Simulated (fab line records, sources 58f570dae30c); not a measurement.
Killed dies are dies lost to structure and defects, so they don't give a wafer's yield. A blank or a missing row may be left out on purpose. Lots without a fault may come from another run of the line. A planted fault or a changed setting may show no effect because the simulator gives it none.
Which tool did it? | flow berkeley_cmos170 | 14 lots, 42 wafers sampled, at 4 steps of a route of 331

WHAT THE GAUGES READ, wafer by wafer
UCB170_V1_THK_MEAS_04.
lot  | measured     | on            | V1_POLISHED_THK (nm)
L306 | day 8 12:57  | film_metro-04 | 1001.2 1001.9 998.8
L307 | day 8 14:17  | film_metro-01 | 999.8 1001.0 997.7
L308 | day 8 22:11  | film_metro-03 | 1001.2 998.4 1002.8
L310 | day 9 07:59  | film_metro-01 | 1000.9 999.5 1000.6
L311 | day 9 06:40  | film_metro-03 | 1001.0 1002.5 999.4
L313 | day 10 09:26 | film_metro-01 | 1001.3 1001.7 999.3
L317 | day 10 18:48 | film_metro-01 | 1001.5 1000.1 999.6
L318 | day 11 12:46 | film_metro-01 | 1000.6 1000.6 1000.5
L320 | day 11 14:07 | film_metro-04 | 998.5 1000.3 1000.9
L319 | day 11 15:28 | film_metro-01 | 999.8 1001.0 1001.5
L321 | day 12 01:27 | film_metro-04 | 996.0 1000.1 998.5
L325 | day 13 04:06 | film_metro-04 | 1003.1 1001.7 999.9
L326 | day 13 05:44 | film_metro-01 | 1000.4 996.7 997.2
L329 | day 14 00:38 | film_metro-03 | 1000.6 998.7 1001.3

UCB170_M3_CD_MEAS_15: target cd 700 nm.
lot  | measured     | on        | cd_nm (nm)
L306 | day 8 23:01  | cd_sem-02 | 698.5 697.9 698.5
L307 | day 8 23:17  | cd_sem-01 | 700.8 701.1 701.1
L308 | day 9 07:49  | cd_sem-02 | 701.3 701.0 701.6
L310 | day 9 17:46  | cd_sem-01 | 699.8 699.1 698.9
L311 | day 9 15:26  | cd_sem-02 | 697.3 697.1 697.7
L313 | day 10 23:21 | cd_sem-02 | 700.3 699.8 699.7
L317 | day 11 07:14 | cd_sem-01 | 700.0 699.6 700.3
L318 | day 11 23:08 | cd_sem-02 | 701.9 701.4 701.4
L320 | day 12 02:50 | cd_sem-01 | 699.4 699.4 698.4
L319 | day 12 03:08 | cd_sem-02 | 703.1 702.3 701.7
L321 | day 12 14:19 | cd_sem-02 | 701.7 700.3 701.6
L325 | day 13 18:12 | cd_sem-02 | 702.6 700.5 700.2
L326 | day 13 17:56 | cd_sem-01 | 702.4 703.2 702.5
L329 | day 14 14:33 | cd_sem-02 | 702.8 701.8 702.6

UCB170_M3_OVL_MEAS_16.
lot  | measured     | on         | M3_OVL (nm)
L306 | day 8 23:08  | overlay-02 | -3 -8 -8
L307 | day 8 23:22  | overlay-01 | -10 -13 -4
L308 | day 9 07:56  | overlay-02 | 1 1 0
L310 | day 9 17:53  | overlay-02 | -2 -3 -6
L311 | day 9 15:32  | overlay-01 | 12 3 6
L313 | day 10 23:27 | overlay-02 | 2 -8 -14
L317 | day 11 07:21 | overlay-01 | -3 9 -3
L318 | day 11 23:17 | overlay-01 | -7 -9 3
L320 | day 12 02:57 | overlay-02 | -6 -3 -7
L319 | day 12 03:12 | overlay-01 | -4 -6 -5
L321 | day 12 14:26 | overlay-02 | -6 -1 4
L325 | day 13 18:19 | overlay-01 | -1 -1 0
L326 | day 13 18:04 | overlay-02 | -3 -10 -7
L329 | day 14 14:40 | overlay-02 | 1 -3 3

WHICH TOOL RAN EACH LOT (tool, then ch and the chambers of the sampled wafers, then the start)
lot  | UCB170_SILICIDE_WET_ETCH_05
L306 | wet_bench-01 ch 2, day 8 03:02
L307 | wet_bench-02 ch 3, day 8 05:11
L308 | wet_bench-01 ch 1, day 8 12:48
L310 | wet_bench-04 ch 0, day 8 20:43
L311 | wet_bench-01 ch 3, day 8 21:17
L313 | wet_bench-01 ch 1, day 9 23:40
L317 | wet_bench-01 ch 3, day 10 10:24
L318 | wet_bench-02 ch 0, day 11 04:15
L320 | wet_bench-02 ch 3, day 11 04:16
L319 | wet_bench-01 ch 2, day 11 04:23
L321 | wet_bench-01 ch 1, day 11 15:12
L325 | wet_bench-02 ch 1, day 12 19:31
L326 | wet_bench-02 ch 1, day 12 19:34
L329 | wet_bench-01 ch 0, day 13 14:31
- UCB170_SILICIDE_WET_ETCH_05: etches Ti in SPM, time 45 s.

WHAT THE TOOLS THEMSELVES READ (means of the sampled wafers that have a number; where no wafer has one, the mark that the record gives instead)
The record holds no such reading with a usual standard deviation.

THE ANSWER, worked out from the rows above alone
Rule: what is usual is taken from the lots themselves. Put in order of their means at a reading, lots are off if they are a third of the lots or fewer, leave a main group of 4 or more, and stand apart from it by a gap of 3 or more times the standard deviation of the main group's means; of several such gaps the widest counts. A main group whose means are all the same, to the digits that the tables above print for the reading, isn't used. A lot without any number at a reading at which 4 lots or more have one is off too. The other lots that the step has rows for count as sound. The gauges are gone through in route order, then the tools' own readings, and for those a lot's mean is taken as printed above. The first step at which some lot is off is used, and at that step the reading that is off furthest; a lot without a number counts as furthest.
No lot is off at any reading shown: from this, nothing can be told.

WHAT THE SIMULATOR HAD PUT IN
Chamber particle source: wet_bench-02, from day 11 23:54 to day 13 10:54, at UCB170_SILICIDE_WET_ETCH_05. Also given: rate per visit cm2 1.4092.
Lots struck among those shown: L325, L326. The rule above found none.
